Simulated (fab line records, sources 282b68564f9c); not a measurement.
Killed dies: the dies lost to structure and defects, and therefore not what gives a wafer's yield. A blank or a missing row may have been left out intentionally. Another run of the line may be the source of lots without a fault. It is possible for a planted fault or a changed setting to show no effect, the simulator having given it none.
Lot-split experiment -- flow rit cmos -- 5 lots, 23 wafers read, on a route of 202 steps

== THE SPLIT ITSELF ==
At RIT_ACTIVE_COAT_06 (resist thk 1000 nm), the setting spin rpm was moved away from the recipe's 3250 rpm on 7 of the 23 wafers read, by -6.2% to +6.8%. The other wafers ran this setting at the recipe's value.

== FROM THE SPLIT TO THE READING: what the file shows between them, 3 steps ==
- RIT_ACTIVE_SOFTBAKE_07: time 60 s
- RIT_ACTIVE_EXPOSE_08: exposes mask M1, target cd 1400 nm
- RIT_ACTIVE_DEVELOP_10: develop time 50 s

== THE READING ==
NOVOLAK_of_ACTIVE_COAT_06.thk nm (the simulator's own value, which no gauge read), in nm, at RIT_ACTIVE_HARDBAKE_12 (time 60 s). No usual value for it is given in the file. Here, 16 wafers ran the recipe; their average is 883.7 nm with a standard deviation of 2.5 nm.

wafer,"tool, chamber at the split","spin rpm as run, rpm",against the recipe,"NOVOLAK_of_ACTIVE_COAT_06.thk nm, nm",against lot-mates on the recipe
L075.1,"litho track-01, 0",3250,recipe,884.3,-
L075.3,"litho track-01, 0",3250,recipe,881.3,-
L075.5,"litho track-01, 0",3250,recipe,883.9,-
L076.2,"litho track-03, 0",3250,recipe,888.4,-
L076.3,"litho track-03, 0",3250,recipe,886,-
L076.4,"litho track-03, 0",3250,recipe,887.9,-
L076.5,"litho track-03, 0",3110,-4.3%,909.7,+22.3
L076.6,"litho track-03, 0",3110,-4.3%,907,+19.6
L077.1,"litho track-02, 0",3250,recipe,884.6,-
L077.3,"litho track-02, 0",3250,recipe,882.1,-
L077.4,"litho track-02, 0",3250,recipe,884.3,-
L077.5,"litho track-02, 0",3250,recipe,881.4,-
L077.6,"litho track-02, 0",3250,recipe,882.5,-
L082.1,"litho track-03, 0",3250,recipe,884,-
L082.2,"litho track-03, 0",3250,recipe,883.2,-
L082.4,"litho track-03, 0",3049,-6.2%,913.2,+29.1
L082.5,"litho track-03, 0",3250,recipe,885.2,-
L082.6,"litho track-03, 0",3049,-6.2%,913.8,+29.7
L083.1,"litho track-01, 0",3470,+6.8%,854.5,-25.2
L083.2,"litho track-01, 0",3470,+6.8%,853,-26.8
L083.3,"litho track-01, 0",3250,recipe,878.9,-
L083.5,"litho track-01, 0",3470,+6.8%,854.1,-25.6
L083.6,"litho track-01, 0",3250,recipe,880.6,-

FIT RESULTS
A straight line over all 23 wafers: NOVOLAK_of_ACTIVE_COAT_06.thk nm changes by -4.73 nm for each +1% of spin rpm; r = -0.99; the points scatter about the line by 2.6 nm.
The same after taking each lot's own level away (the mean of its wafers on the recipe; 23 wafers): -4.26 nm for each +1%; r = -0.99; scatter 1.8 nm.
The reading moves by 29 nm for the largest change in spin rpm, on that fit.
From 879.75 to 887.43 nm: that is the span of the lots' own levels, equal to 3.1 times the standard deviation above.
So the slope is not independent of the lot-to-lot level: the two fits are not the same.
Check: for one of the wafers moved furthest among these (+6.8%), held out of the fit, the line's prediction against its lot-mates is -28.7 nm. Against them it came out at -25.2 nm.

== OTHER SPLITS ON THESE WAFERS ==
These wafers also went through other splits before the reading. Each is held against what the fit with the lots' levels taken away leaves over:
other split on the same wafers,wafers away from the commonest value,r with NOVOLAK_of_ACTIVE_COAT_06.thk nm (lot level and that fit taken away)
RIT_ACTIVE_OXIDATION_01 temp c,18,-0.03

== THE WHOLE CHAIN: every reading that the file lists as answering this split, in the file's order ==
step,what it does,reading,change (the file's fit),r (the file's)
RIT_ACTIVE_COAT_06,resist thk 1000 nm,"NOVOLAK_of_ACTIVE_COAT_06.thk nm (the simulator's own value, which no gauge read)",-4.98 nm for each +1% of the setting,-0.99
RIT_ACTIVE_HARDBAKE_12,time 60 s,"NOVOLAK_of_ACTIVE_COAT_06.thk nm (the simulator's own value, which no gauge read)",-4.36 nm for each +1% of the setting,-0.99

== FILE'S OWN FIT ==
NOVOLAK_of_ACTIVE_COAT_06.thk nm changes by -4.36 nm for each +1% of spin rpm, r = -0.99.
